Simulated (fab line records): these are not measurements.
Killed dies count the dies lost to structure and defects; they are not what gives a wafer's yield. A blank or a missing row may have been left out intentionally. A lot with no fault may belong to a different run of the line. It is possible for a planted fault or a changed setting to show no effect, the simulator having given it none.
fab line records + flow ritCmos
[record]
- lots = 14
- wafers = 42
- lastDay = 7
route steps=202 shown PWELL@42
lots that met no fault: taken from a fault-free run of the same line
startH: hours from the record's first day to the start of the lot's first wafer shown + waitH: hours from the lot's prior step to this one + " same as the row above + L1.1+2: a single row standing in for several wafers + - no value, or no start given + * or withheld: withheld + < > ~ a bound
route shown NAME@n: a module of which the file shows steps, and the number in the route of the first + usual: mean/standard deviation of fault-free wafers + same: alike in all rows + chamber/n: place in a boat + sites: per-site readings + _std_site: standard deviation of those values + _edge_site: inner sites' mean taken away from outer sites' mean + radiusMm: how far each site lies from the wafer's centre + mask NAME#n: copy n + behind: tool/chamber where the wafer was last shaped + hold: cause of the lot's hold/its duration in hours/its outcome + device: whichever transistor did not switch (one of n, p or np) + end of line: at the end of the route, the tests of the same wafers + step lacking rows: just its recipe + killed: dies lost to structure and defects at the first sort, not the wafer's yield + map: a wafer's dies, x killed, . not, _ none there
set.NAME: the setting the step ran with; set.NAME@STEP: the setting that earlier step ran with + model.NAME: the simulator's own value behind a step, which no gauge read
one table for each step of the route and one row for each wafer, over a sample of lots
services: a tool's chamber out of use, with start hour (startH, from the record's first day; less than 0 if before it), hours out, and reason
[[steps]]
[step RIT_PWELL_EXPOSE_03]
[recipe]
- maskId = M3
- na = 0.57
- targetCdNm = 43700
- doseMj = 250
[usual]
- exposureDoseMJCm2 = 249.99/0.27
- focusOffsetNm = 0.0/0.5
- reticleTempC = 23.01/0.1
| lot.wafer | tool            | chamber | startH | waitH | mask | exposureDoseMJCm2 | focusOffsetNm | reticleTempC |
|-----------|-----------------|---------|--------|-------|------|-------------------|---------------|--------------|
| L789.1    | ilineStepper-01 | 0       | 31.53  | 0.1   | M3#0 | 250.35            | 1.0           | 22.94        |
| L789.2    | "               | 0       | "      | "     | M3#0 | 249.88            | 0.4           | 22.95        |
| L789.6    | "               | 0       | "      | "     | M3#0 | 249.83            | 0.3           | 23.00        |
| L790.1    | ilineStepper-01 | 0       | 36.84  | 0.1   | M3#0 | 249.60            | 0.2           | 22.91        |
| L790.3    | "               | 0       | "      | "     | M3#0 | 250.04            | 0.2           | 22.87        |
| L790.5    | "               | 0       | "      | "     | M3#0 | 249.43            | -0.1          | 23.09        |
| L791.2    | ilineStepper-02 | 0       | 43.21  | 0.2   | M3#0 | 249.73            | 1.0           | 22.95        |
| L791.4    | "               | 0       | "      | "     | M3#0 | 250.33            | 0.3           | 23.01        |
| L791.5    | "               | 0       | "      | "     | M3#0 | 249.74            | -0.1          | 22.83        |
| L793.3    | ilineStepper-02 | 0       | 51.84  | 0.3   | M3#0 | 249.66            | -0.8          | 22.79        |
| L793.4    | "               | 0       | "      | "     | M3#0 | 249.89            | 0.1           | 22.91        |
| L793.6    | "               | 0       | "      | "     | M3#0 | 250.14            | 0.3           | 22.88        |
| L795.2    | ilineStepper-01 | 0       | 61.41  | 0.1   | M3#0 | 250.22            | -0.2          | 22.94        |
| L795.3    | "               | 0       | "      | "     | M3#0 | 250.09            | -0.9          | 22.88        |
| L795.4    | "               | 0       | "      | "     | M3#0 | 250.37            | -0.4          | 22.84        |
| L796.4    | ilineStepper-02 | 0       | 67.71  | 0.2   | M3#0 | 250.37            | -0.1          | 23.19        |
| L796.5    | "               | 0       | "      | "     | M3#0 | 250.06            | 0.0           | 23.05        |
| L796.6    | "               | 0       | "      | "     | M3#0 | 250.33            | -0.3          | 22.90        |
| L797.2    | ilineStepper-02 | -       | 71.39  | 0.1   | M3#0 | -                 | -             | -            |
| L797.3    | "               | -       | "      | "     | M3#0 | -                 | -             | -            |
| L797.5    | "               | -       | "      | "     | M3#0 | -                 | -             | -            |
| L798.3    | ilineStepper-02 | -       | 76.34  | 0.1   | M3#0 | -                 | -             | -            |
| L798.5    | "               | -       | "      | "     | M3#0 | -                 | -             | -            |
| L798.6    | "               | -       | "      | "     | M3#0 | -                 | -             | -            |
| L799.3    | ilineStepper-01 | 0       | 81.54  | 0.2   | M3#0 | 250.05            | 0.8           | 23.24        |
| L799.4    | "               | 0       | "      | "     | M3#0 | 249.67            | -0.2          | 23.13        |
| L799.5    | "               | 0       | "      | "     | M3#0 | 249.90            | -1.5          | 23.01        |
| L800.1    | ilineStepper-02 | 0       | 86.43  | 0.2   | M3#0 | 249.86            | -0.3          | 23.20        |
| L800.2    | "               | 0       | "      | "     | M3#0 | 249.72            | 0.5           | 22.99        |
| L800.6    | "               | 0       | "      | "     | M3#0 | 249.38            | 0.1           | 23.04        |
| L805.3    | ilineStepper-02 | 0       | 112.31 | 0.1   | M3#0 | 249.85            | 0.1           | 22.92        |
| L805.5    | "               | 0       | "      | "     | M3#0 | 249.86            | -0.2          | 22.87        |
| L805.6    | "               | 0       | "      | "     | M3#0 | 249.41            | 0.0           | 22.79        |
| L807.2    | ilineStepper-01 | 0       | 121.52 | 0.1   | M3#0 | 249.71            | -0.6          | 22.89        |
| L807.3    | "               | 0       | "      | "     | M3#0 | 249.96            | 0.3           | 22.90        |
| L807.4    | "               | 0       | "      | "     | M3#0 | 249.57            | 0.2           | 22.94        |
| L808.1    | ilineStepper-02 | 0       | 127.04 | 0.2   | M3#0 | 249.87            | -0.4          | 22.95        |
| L808.4    | "               | 0       | "      | "     | M3#0 | 250.15            | -0.4          | 22.90        |
| L808.6    | "               | 0       | "      | "     | M3#0 | 249.83            | -0.2          | 22.87        |
| L809.4    | ilineStepper-02 | 0       | 132.16 | 0.1   | M3#0 | 250.14            | -0.3          | 22.92        |
| L809.5    | "               | 0       | "      | "     | M3#0 | 249.78            | 0.6           | 23.07        |
| L809.6    | "               | 0       | "      | "     | M3#0 | 249.97            | 0.0           | 22.89        |
[[services]]
| tool            | chamber | startH | hours | kind        |
|-----------------|---------|--------|-------|-------------|
| ilineStepper-01 | -       | 16.77  | 1.8   | repair      |
| ilineStepper-02 | -       | 23.72  | 1.7   | pm          |
| ilineStepper-01 | -       | 75.45  | 5.2   | repair      |
| ilineStepper-02 | 0       | 76.45  | -     | calibration |
[[key]]
[firstSign]
- step = RIT_PWELL_EXPOSE_03
- reading = toolRecord
- direction = missing
effect none on later readings
metAt RIT_PWELL_EXPOSE_03
struckLots L797,L798
sortLeftOut L797.2,L797.3,L797.5,L798.3,L798.5,L798.6
testerLeftOut L797,L798
onsetBetween 67.71 71.39
[fault]
- kind = skippedStepWhole
- tool = ilineStepper-02
- chamber = -
- onsetH = 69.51
- steps = RIT_PWELL_EXPOSE_03
- scope = struckLotsOnly
// testerLeftOut: of these lots the tester's yield and bins aren't shown, on N5 and GAA mostly nor the transistor test; their killed dies are dies lost to structure and defects alone, not to doping, threshold or leakage, so they don't give the yield
// sortLeftOut: the simulated sort isn't trusted on such a fault, so these wafers' sort isn't shown, and their yield isn't known
